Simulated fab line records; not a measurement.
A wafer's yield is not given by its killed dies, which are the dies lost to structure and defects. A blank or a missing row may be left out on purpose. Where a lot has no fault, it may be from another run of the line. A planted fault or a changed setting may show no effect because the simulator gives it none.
Split-lot study / flow berkeley cmos170 / 5 lots, 27 wafers read, on a route of 331 steps

ABOUT THE SPLIT
At UCB170_SPACER_CVD_00 (deposits SiO2 from TEOS/O2, target thk 376 nm, time 47 s), the setting time s was moved away from the recipe's 47 s on 12 of the 27 wafers read, by -52.1% to +19.1%. This setting was run at the recipe's value on the other wafers.

FROM THE SPLIT TO THE READING: what the file shows between them, 2 steps
- UCB170_SPACER_THK_MEAS_01
- UCB170_SPACER_ANNEAL_02: time 1800 s

THE READING
oes product au, in a.u., at UCB170_SPACER_ETCHBACK_03 (etches SiO2 in CHF3/CF4/Ar, stops on Si, target depth 376 nm, time 100 s). A value of 0.907 a.u. with a standard deviation of 0.015 a.u. is what fault-free wafers of this fab line usually give.

wafer=L074.1; tool, chamber at the split=pecvd-04, 2; time s as run, s=54.85; against the recipe=+16.7%; oes product au, a.u.=1.020; against lot-mates on the recipe=+0.107
wafer=L074.2; tool, chamber at the split=pecvd-04, 0; time s as run, s=47; against the recipe=recipe; oes product au, a.u.=0.912; against lot-mates on the recipe=-
wafer=L074.3; tool, chamber at the split=pecvd-04, 1; time s as run, s=47; against the recipe=recipe; oes product au, a.u.=0.908; against lot-mates on the recipe=-
wafer=L074.4; tool, chamber at the split=pecvd-04, 2; time s as run, s=54.85; against the recipe=+16.7%; oes product au, a.u.=1.017; against lot-mates on the recipe=+0.104
wafer=L074.5; tool, chamber at the split=pecvd-04, 1; time s as run, s=54.85; against the recipe=+16.7%; oes product au, a.u.=1.028; against lot-mates on the recipe=+0.115
wafer=L074.6; tool, chamber at the split=pecvd-04, 0; time s as run, s=47; against the recipe=recipe; oes product au, a.u.=0.920; against lot-mates on the recipe=-
wafer=L079.1; tool, chamber at the split=pecvd-01, 0; time s as run, s=47; against the recipe=recipe; oes product au, a.u.=0.895; against lot-mates on the recipe=-
wafer=L079.2; tool, chamber at the split=pecvd-01, 2; time s as run, s=47; against the recipe=recipe; oes product au, a.u.=0.900; against lot-mates on the recipe=-
wafer=L079.3; tool, chamber at the split=pecvd-01, 1; time s as run, s=47; against the recipe=recipe; oes product au, a.u.=0.881; against lot-mates on the recipe=-
wafer=L081.1; tool, chamber at the split=pecvd-04, 1; time s as run, s=33.85; against the recipe=-28.0%; oes product au, a.u.=0.721; against lot-mates on the recipe=-0.188
wafer=L081.2; tool, chamber at the split=pecvd-04, 2; time s as run, s=47; against the recipe=recipe; oes product au, a.u.=0.923; against lot-mates on the recipe=-
wafer=L081.3; tool, chamber at the split=pecvd-04, 0; time s as run, s=33.85; against the recipe=-28.0%; oes product au, a.u.=0.701; against lot-mates on the recipe=-0.208
wafer=L081.4; tool, chamber at the split=pecvd-04, 0; time s as run, s=47; against the recipe=recipe; oes product au, a.u.=0.910; against lot-mates on the recipe=-
wafer=L081.5; tool, chamber at the split=pecvd-04, 1; time s as run, s=47; against the recipe=recipe; oes product au, a.u.=0.894; against lot-mates on the recipe=-
wafer=L081.6; tool, chamber at the split=pecvd-04, 2; time s as run, s=33.85; against the recipe=-28.0%; oes product au, a.u.=0.726; against lot-mates on the recipe=-0.183
wafer=L080.1; tool, chamber at the split=pecvd-03, 0; time s as run, s=47; against the recipe=recipe; oes product au, a.u.=0.914; against lot-mates on the recipe=-
wafer=L080.2; tool, chamber at the split=pecvd-03, 2; time s as run, s=22.53; against the recipe=-52.1%; oes product au, a.u.=0.563; against lot-mates on the recipe=-0.352
wafer=L080.3; tool, chamber at the split=pecvd-03, 1; time s as run, s=47; against the recipe=recipe; oes product au, a.u.=0.908; against lot-mates on the recipe=-
wafer=L080.4; tool, chamber at the split=pecvd-03, 2; time s as run, s=22.53; against the recipe=-52.1%; oes product au, a.u.=0.569; against lot-mates on the recipe=-0.346
wafer=L080.5; tool, chamber at the split=pecvd-03, 1; time s as run, s=47; against the recipe=recipe; oes product au, a.u.=0.924; against lot-mates on the recipe=-
wafer=L080.6; tool, chamber at the split=pecvd-03, 0; time s as run, s=22.53; against the recipe=-52.1%; oes product au, a.u.=0.568; against lot-mates on the recipe=-0.347
wafer=L083.1; tool, chamber at the split=pecvd-04, 0; time s as run, s=47; against the recipe=recipe; oes product au, a.u.=0.876; against lot-mates on the recipe=-
wafer=L083.2; tool, chamber at the split=pecvd-04, 1; time s as run, s=55.96; against the recipe=+19.1%; oes product au, a.u.=1.013; against lot-mates on the recipe=+0.115
wafer=L083.3; tool, chamber at the split=pecvd-04, 2; time s as run, s=55.96; against the recipe=+19.1%; oes product au, a.u.=0.983; against lot-mates on the recipe=+0.085
wafer=L083.4; tool, chamber at the split=pecvd-04, 2; time s as run, s=47; against the recipe=recipe; oes product au, a.u.=0.907; against lot-mates on the recipe=-
wafer=L083.5; tool, chamber at the split=pecvd-04, 0; time s as run, s=47; against the recipe=recipe; oes product au, a.u.=0.911; against lot-mates on the recipe=-
wafer=L083.6; tool, chamber at the split=pecvd-04, 1; time s as run, s=55.96; against the recipe=+19.1%; oes product au, a.u.=1.016; against lot-mates on the recipe=+0.118

FIT RESULTS
A straight line over all 27 wafers: oes product au changes by +0.00644 a.u. for each +1% of time s; r = +0.99; the points scatter about the line by 0.015 a.u.
The same after taking each lot's own level away (the mean of its wafers on the recipe; 27 wafers): +0.00658 a.u. for each +1%; r = +1.00; scatter 0.012 a.u.
The reading moves by 0.34 a.u. for the largest change in time s, on that fit.
The lots' own levels span 0.8920 to 0.9153 a.u., that is 1.6 times the standard deviation above.
The two slopes are in agreement: the lot-to-lot level therefore moves the slope only a little.
Check: with one of the wafers moved furthest among these (-52.1%) left out of the fit, the line predicts -0.345 a.u. for it against its lot-mates. Against them it came out at -0.352 a.u.

ADDITIONAL SPLITS CARRIED BY THESE WAFERS
These wafers also went through other splits before the reading. Each is held against what the fit with the lots' levels taken away leaves over:
other split on the same wafers=UCB170_PWELL_ETCH_14 time s; wafers away from the commonest value=9; r with oes product au (lot level and that fit taken away)=-0.22
other split on the same wafers=UCB170_ACTIVE_ETCH_15 target depth a; wafers away from the commonest value=9; r with oes product au (lot level and that fit taken away)=-0.13

THE WHOLE CHAIN: every reading that the file lists as answering this split, in the file's order
step=UCB170_SPACER_CVD_00; what it does=deposits SiO2 from TEOS/O2, target thk 376 nm, time 47 s; reading=SiO2_of_SPACER_CVD_00.thk nm (the simulator's own value, which no gauge read); change (the file's fit)=+3.76 nm for each +1% of the setting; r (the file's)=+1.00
step=UCB170_SPACER_THK_MEAS_01; what it does=; reading=SPACER_TEOS_THK; change (the file's fit)=+3.76 for each +1% of the setting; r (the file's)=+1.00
step=UCB170_SPACER_ETCHBACK_03; what it does=etches SiO2 in CHF3/CF4/Ar, stops on Si, target depth 376 nm, time 100 s; reading=oes product au; change (the file's fit)=+0.00663 a.u. for each +1% of the setting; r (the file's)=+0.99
step=UCB170_SPACER_ETCHBACK_03; what it does=etches SiO2 in CHF3/CF4/Ar, stops on Si, target depth 376 nm, time 100 s; reading=etch.depth nm (the simulator's own value, which no gauge read); change (the file's fit)=+3.69 nm for each +1% of the setting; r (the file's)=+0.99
step=UCB170_M3_PROBE_99; what it does=; reading=etest.pldd.line ohm um (the simulator's own value, which no gauge read); change (the file's fit)=not straight: 6.165 at the lowest setting, 1766 at the recipe, 1742 at the highest; r (the file's)=not given
step=UCB170_M3_PROBE_99; what it does=; reading=etest.pmos_0p6.r on ohm um (the simulator's own value, which no gauge read); change (the file's fit)=not straight: 5637 at the lowest setting, 8279 at the recipe, 8468 at the highest; r (the file's)=not given
step=UCB170_M3_PROBE_99; what it does=; reading=etest.nldd.line ohm um (the simulator's own value, which no gauge read); change (the file's fit)=not straight: 6.104 at the lowest setting, 1229 at the recipe, 1234 at the highest; r (the file's)=not given
step=UCB170_M3_PROBE_99; what it does=; reading=etest.pldd.rs ohm sq (the simulator's own value, which no gauge read); change (the file's fit)=not straight: 3.701 at the lowest setting, 1093 at the recipe, 1095 at the highest; r (the file's)=not given

THE FILE'S OWN FIT
oes product au changes by +0.00663 a.u. for each +1% of time s, r = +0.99.
